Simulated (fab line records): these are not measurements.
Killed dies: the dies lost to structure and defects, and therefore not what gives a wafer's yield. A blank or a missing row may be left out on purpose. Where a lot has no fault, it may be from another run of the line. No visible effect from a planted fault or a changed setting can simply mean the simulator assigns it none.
Which of the tools did it? | flow berkeley_cmos170 | 21 wafers from 7 lots sampled at 3 of the route's 331 steps

## WHAT EACH GAUGE READ, for each wafer
UCB170_CONTACT_CD_MEAS_15: the cd target is 700 nm.
lot  | measured     | on        | cd_nm (nm)
L738 | day 7 16:42  | cd_sem-01 | 700.1 700.1 700.8
L741 | day 8 10:31  | cd_sem-02 | 699.9 700.5 700.0
L744 | day 9 01:47  | cd_sem-01 | 700.5 699.7 699.2
L746 | day 9 16:30  | cd_sem-01 | 702.9 703.4 703.4
L752 | day 10 11:08 | cd_sem-01 | 700.7 699.6 700.0
L757 | day 11 11:47 | cd_sem-02 | 698.8 697.9 697.9
L759 | day 11 18:05 | cd_sem-02 | 698.3 698.3 696.9

## WHAT TOOL EACH LOT RAN ON (gives the tool, then ch and the chambers of the sampled wafers, and finally the start)
lot  | UCB170_PSD_STRIP_09                  | UCB170_CONTACT_RTA_08
L738 | plasma_asher-04 ch 0,1, day 7 03:19  | rtp_anneal-02 ch 0, day 7 14:52
L741 | plasma_asher-03 ch 1, day 7 19:35    | rtp_anneal-02 ch 0, day 8 09:14
L744 | plasma_asher-04 ch 0,1, day 8 16:08  | rtp_anneal-02 ch 0, day 9 00:52
L746 | plasma_asher-04 ch 0,1, day 9 07:42  | rtp_anneal-01 ch 0, day 9 15:16
L752 | plasma_asher-03 ch 0,1, day 9 23:46  | rtp_anneal-01 ch 0, day 10 09:26
L757 | plasma_asher-01 ch 0,1, day 10 22:56 | rtp_anneal-02 ch 0, day 11 09:41
L759 | plasma_asher-01 ch 0,1, day 11 08:19 | rtp_anneal-02 ch 0, day 11 17:10
- UCB170_PSD_STRIP_09: strips in O2.
- UCB170_CONTACT_RTA_08: time 10 s.

## THE ANSWER, worked out from the rows above alone
Rule: the usual values come from the lots themselves. The widest of any qualifying gaps counts: lots, ordered by their means at a reading, are off when they make up no more than a third of the lots, leave a main group of 4 or more, and stand apart from it by 3 or more times the standard deviation of that group's means. A main group is skipped when, at the precision printed for the reading in the tables above, its means are all equal. Also off: a lot with no number at a reading for which 4 or more lots have one. The other lots that the step has rows for count as sound.
No lot is off at any reading shown: from this, nothing can be told.

## WHAT THE SIMULATOR HAD INSERTED
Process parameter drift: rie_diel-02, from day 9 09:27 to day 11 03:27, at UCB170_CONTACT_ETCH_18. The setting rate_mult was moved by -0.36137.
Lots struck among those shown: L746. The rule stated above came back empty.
